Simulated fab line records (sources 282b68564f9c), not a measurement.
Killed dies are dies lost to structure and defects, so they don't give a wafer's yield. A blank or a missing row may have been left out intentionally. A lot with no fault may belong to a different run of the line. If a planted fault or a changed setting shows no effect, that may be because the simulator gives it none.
A struck lot beside a sound one + flow rit-cmos + 15 steps out of a route of 202
Sound: wafers L138.3, L138.5, L138.6. Struck: wafer L153.6 (left out: L153.2, L153.4 of the same lot, which were not struck); the cause appears at the end.
Order at every step that has rows: each side's tool, ch and its chambers, its first start. Under that, the readings that differ: sound wafers + struck wafers + difference of the means + sigmas: that difference in standard deviations of wafers without a fault.
alike: readings whose means differ by less than 2 such deviations, and words and numbers that are the same on both sides. not compared: withheld readings, readings that some wafer has no value for, bounds like >300 that may hide the same value, and numbers for which the record gives no deviation and whose values overlap.
A row with sigmas, a row that says differs or no value, or rows on one side alone: a step with any of these is where the two part. When numbers do not overlap yet have no deviation, they are printed without sigmas and do not part them. Lack of a reading on every wafer of one side parts them only where that side has two or more wafers.

RIT_GATE_THK_MEAS_07:
  sound on film-metro-01 at day 2 23:37; struck on film-metro-04 at day 5 23:15
| reading             | sound          | struck | difference | sigmas |
|---------------------|----------------|--------|------------|--------|
| GATE_OXIDE_THK (nm) | 2.85 2.87 2.80 | 3.02   | +0.18      | +2     |
then, 1 step without rows for these wafers: RIT_GATE_CVD_08 (deposits poly-Si from SiH4, target thk 250 nm, time 2220 s).
RIT_GATE_THK_MEAS_09:
  sound on film-metro-01 at day 3 01:18; struck on film-metro-01 at day 6 00:56
| reading            | sound             | struck | difference | sigmas |
|--------------------|-------------------|--------|------------|--------|
| GATE_POLY_THK (nm) | 246.0 246.8 245.7 | 250.5  | +4.3       | +2     |
then, 6 steps without rows for these wafers: RIT_GATE_HMDS_10 (prime time 60 s); RIT_GATE_COAT_11 (resist thk 850 nm); RIT_GATE_SOFTBAKE_12 (time 60 s); RIT_GATE_EXPOSE_13 (exposes mask M6, target cd 150 nm); RIT_GATE_PEB_14; RIT_GATE_DEVELOP_15 (develop time 50 s).
RIT_GATE_CD_MEAS_16 targets a cd of 150 nm.
  sound on cd-sem-01 at day 3 02:21; struck on cd-sem-02 at day 6 01:54
  alike: cd-nm
RIT_GATE_OVL_MEAS_17:
  sound on overlay-01 at day 3 02:27; struck on overlay-02 at day 6 02:00
  alike: GATE_OVL
then, 1 step without rows for these wafers: RIT_GATE_HARDBAKE_18 (time 60 s).
RIT_GATE_ETCH_19: etches poly-Si in SF6/CHF3/O2, stops on SiO2, time 165 s, target depth 312.5 nm.
  sound on rie-si-01 ch 1,2, day 3 02:37; struck on rie-si-02 ch 3, day 6 02:16
| reading                                   | sound             | struck | difference | sigmas |
|-------------------------------------------|-------------------|--------|------------|--------|
| oes-product-au (a.u.)                     | 0.838 0.844 0.849 | 0.957  | +0.113     | +9     |
| over-etch-frac                            | 0.25 0.25 0.25    | 0.05   | -0.20      |        |
| model.NOVOLAK_of_GATE_COAT_11.thk-nm (nm) | 669.7 670 672.2   | 681    | +10        |        |
  alike: SF6_flow_sccm, drypump-motor-current-A, rf-fwd-power-W, throttle-valve-pct
  not compared: rf-hours-counter-h
RIT_GATE_STRIP_20: strips in O2, time 180 s.
  sound on plasma-asher-03 ch 0,1, day 3 02:47; struck on plasma-asher-01 ch 0, day 6 02:23
| reading                     | sound       | struck | difference | sigmas |
|-----------------------------|-------------|--------|------------|--------|
| drypump-motor-current-A (A) | 5.3 5.4 5.8 | 6.2    | +0.7       | +2     |
  not compared: rf-hours-counter-h
RIT_M1_PROBE_99:
  sound on prober-01 at day 4 00:29; struck on prober-02 at day 6 23:51
| reading                                 | sound                         | struck                   | difference                   | sigmas |
|-----------------------------------------|-------------------------------|--------------------------|------------------------------|--------|
| hold                                    | - - -                         | await-dispo/2.3h/release | no value on the sound wafers |        |
| model.etest.antenna-poly.vt-shift-v (V) | -0.006251 -0.007667 -0.005848 | -0.004899                | +0.001690                    |        |

## WHERE THEY PART
Last at RIT_M1_PROBE_99 as far as this record goes, first at RIT_GATE_THK_MEAS_07.

WHY: what the simulator had put in
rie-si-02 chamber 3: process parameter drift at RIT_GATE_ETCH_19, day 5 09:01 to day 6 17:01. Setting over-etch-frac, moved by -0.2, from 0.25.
